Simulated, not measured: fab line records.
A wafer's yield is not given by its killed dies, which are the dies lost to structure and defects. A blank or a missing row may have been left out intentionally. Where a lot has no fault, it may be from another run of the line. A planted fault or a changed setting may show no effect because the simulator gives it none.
A struck lot beside a sound one | flow rit_cmos | 15 steps out of a route of 202
Sound: these wafers, L334.1, L334.2, L334.6. The struck wafers were L346.1, L346.5, L346.6. The cause is named last.
Each step with rows lists, per side, the tool, then ch with its chambers, then its first start. Under that, the readings that differ: sound wafers | struck wafers | difference of the means | sigmas: that difference in standard deviations of wafers without a fault.
alike: words and numbers the same on both sides, and readings whose means are apart by under 2 such deviations; not compared: readings that were withheld, readings missing a value for some wafer, numbers with overlapping values and no deviation given by the record, and bounds like >300 which may hide the same value.
The two part at a step that has a row with sigmas, a row that says differs or no value, or rows on one side only. Numbers that don't overlap but have no deviation are shown without sigmas and don't part them. A reading that every wafer of one side lacks parts them only if that side has two wafers or more.

first, 4 steps without rows for these wafers: RIT_NRETRO_SOFTBAKE_02 (time 60 s); RIT_NRETRO_EXPOSE_03 (exposes mask M4, target cd 43900 nm); RIT_NRETRO_PEB_04; RIT_NRETRO_DEVELOP_05 (develop time 68 s).
RIT_NRETRO_OVL_MEAS_06:
  sound on overlay-01, day 3 01:58; struck on overlay-02, day 5 13:29
  alike: NRETRO_OVL
then, 2 steps without rows for these wafers: RIT_NRETRO_HARDBAKE_07 (time 120 s); RIT_NRETRO_IMPLANT_08.
RIT_NRETRO_STRIP_09: strips in O2, time 180 s.
  sound on plasma_asher-01 ch 0,1, day 3 02:25; struck on plasma_asher-04 ch 0,1, day 5 13:55
  alike: drypump_motor_current_A, rf_refl_power_W
  not compared: rf_hours_counter_h
RIT_NRETRO_TW_MEAS_10:
  sound on film_metro-01, day 3 02:35; struck on film_metro-01, day 5 14:05
  alike: NRETRO_TW
then, 3 steps without rows for these wafers: RIT_PRETRO_HMDS_00 (prime time 60 s); RIT_PRETRO_COAT_01 (resist thk 1300 nm); RIT_PRETRO_SOFTBAKE_02 (time 60 s).
RIT_PRETRO_EXPOSE_03: exposes mask M5, target cd 43700 nm.
  sound on iline_stepper-02 ch 0, day 3 03:05; struck on iline_stepper-01 ch 0, day 5 14:36
  reading | sound          | struck                  | difference | sigmas
  mask    | M5#0 M5#0 M5#0 | M5_R1#0 M5_R1#0 M5_R1#0 | differs    |
  alike: reticle_temp_C
then, 1 step without rows for these wafers: RIT_PRETRO_PEB_04.
RIT_M1_PROBE_99:
  sound on prober-02, day 4 06:29; struck on prober-02, day 6 17:24
  reading                                    | sound                | struck               | difference | sigmas
  model.etest.retro_edge_nmos.off_log10_a_um | -10.24 -10.21 -10.12 | -7.753 -7.848 -8.033 | +2.312     |
  alike: killed_at_contacts, killed_at_front_end, killed_dies, killed_on_rim, killed_open, killed_short

## WHERE THEY PART
Only at RIT_PRETRO_EXPOSE_03, within this record. Later steps at which nothing parts them and some readings are alike: RIT_M1_PROBE_99.

WHY: whatever the simulator had introduced
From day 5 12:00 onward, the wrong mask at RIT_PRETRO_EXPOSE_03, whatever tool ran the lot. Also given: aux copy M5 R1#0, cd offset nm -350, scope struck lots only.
